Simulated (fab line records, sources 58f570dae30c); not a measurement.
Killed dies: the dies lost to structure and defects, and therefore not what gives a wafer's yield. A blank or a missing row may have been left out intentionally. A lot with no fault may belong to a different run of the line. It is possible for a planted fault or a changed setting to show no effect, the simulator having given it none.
Problem report, 8D (eight disciplines) form, completed by code | flow berkeley-cmos170 | the parts of the form that need people (team, actions taken, sign-off) are left out

## 1. THE PROBLEM
Wafers without a fault read 120.1 W, standard deviation 0.35; bias-w at UCB170_M3_METAL_ETCH_18 reads a mean of 115.8 W on 3 wafers belonging to 2 lots. That is -12 standard deviations from the usual mean.
The step: etches Al in Cl2/BCl3, stops on SiO2, target depth 1170 nm, time 195 s.
The first sign was on wafer L186.2 at day 10 07:56, on rie-metal-01. The record has a number at this step for 39 wafers belonging to 13 lots. Rule for "out" (also "out of limits"): further than 4 standard deviations from the usual mean. All remaining wafers that have a number are taken as sound.

## 2. WHAT THIS IS AND IS NOT
question                    | is                     | is not
which readings at this step | bias-w                 | drypump-motor-current-A, oes-product-au, throttle-valve-pct
which lots                  | L186, L187             | L176, L177, L179, L180, L181, L188, L189, L193, L194, L197, L198
which wafers of those lots  | L186.2, L187.2, L187.4 | L186.4, L186.6, L187.1
read on which tools         | rie-metal-01           | rie-metal-02, rie-metal-04
when                        | from day 10 07:56      | up to then (17 sound wafers); but 19 sound wafers of L187, L188, L189, L193, L194, L197, L198 came after

## 3. THE SUSPECTS, EACH WITH WHAT RULES IT OUT
Counting: if a tool at a process step up to the reading ran every lot that is out, it stays a suspect. Sound lots after the first of them don't rule it out here, since some wafers of a struck lot are sound.
- rie-metal-01 at UCB170_M3_METAL_ETCH_18 (etches Al in Cl2/BCl3, stops on SiO2, target depth 1170 nm, time 195 s): kept. Ran every lot that is out, first one L186 (day 10 07:56); last sound lot up to then L176 (day 7 17:50). Out on those wafers are its own readings of bias-w.
- Within rie-metal-01 at UCB170_M3_METAL_ETCH_18: the wafers that are out ran in chamber 1; their sound lot-mates ran in chamber 0.
Left after counting: rie-metal-01 at UCB170_M3_METAL_ETCH_18.

## 4. THE CAUSE (what the simulator had put in)
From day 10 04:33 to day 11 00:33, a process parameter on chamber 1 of rie-metal-01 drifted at UCB170_M3_METAL_ETCH_18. Setting bias-w, moved by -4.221, from 120. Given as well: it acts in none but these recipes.
Counting left only this tool.

## 5. THE EFFECT CHAIN, in route order
Each row: a reading where the mean over the struck wafers with a number is more than 3 standard deviations away from the usual. Readings are gone through only where the record gives a usual standard deviation; hours: the median, over the lots, of the time from a lot's start at the first step in this table giving one to that lot's start at this step; sigmas: the change measured in usual standard deviations.
hours | step                    | reading | usual   | on struck wafers | change | sigmas
0     | UCB170_M3_METAL_ETCH_18 | bias-w  | 120.1 W | 115.8            | -4.3   | -12
Process steps it contains:
- UCB170_M3_METAL_ETCH_18: etches Al in Cl2/BCl3, stops on SiO2, target depth 1170 nm, time 195 s.

## 6. WHAT WOULD HAVE CAUGHT IT SOONER
First out-of-limits reading in this record: day 10 07:56, which is 3 hours after fault onset at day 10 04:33.
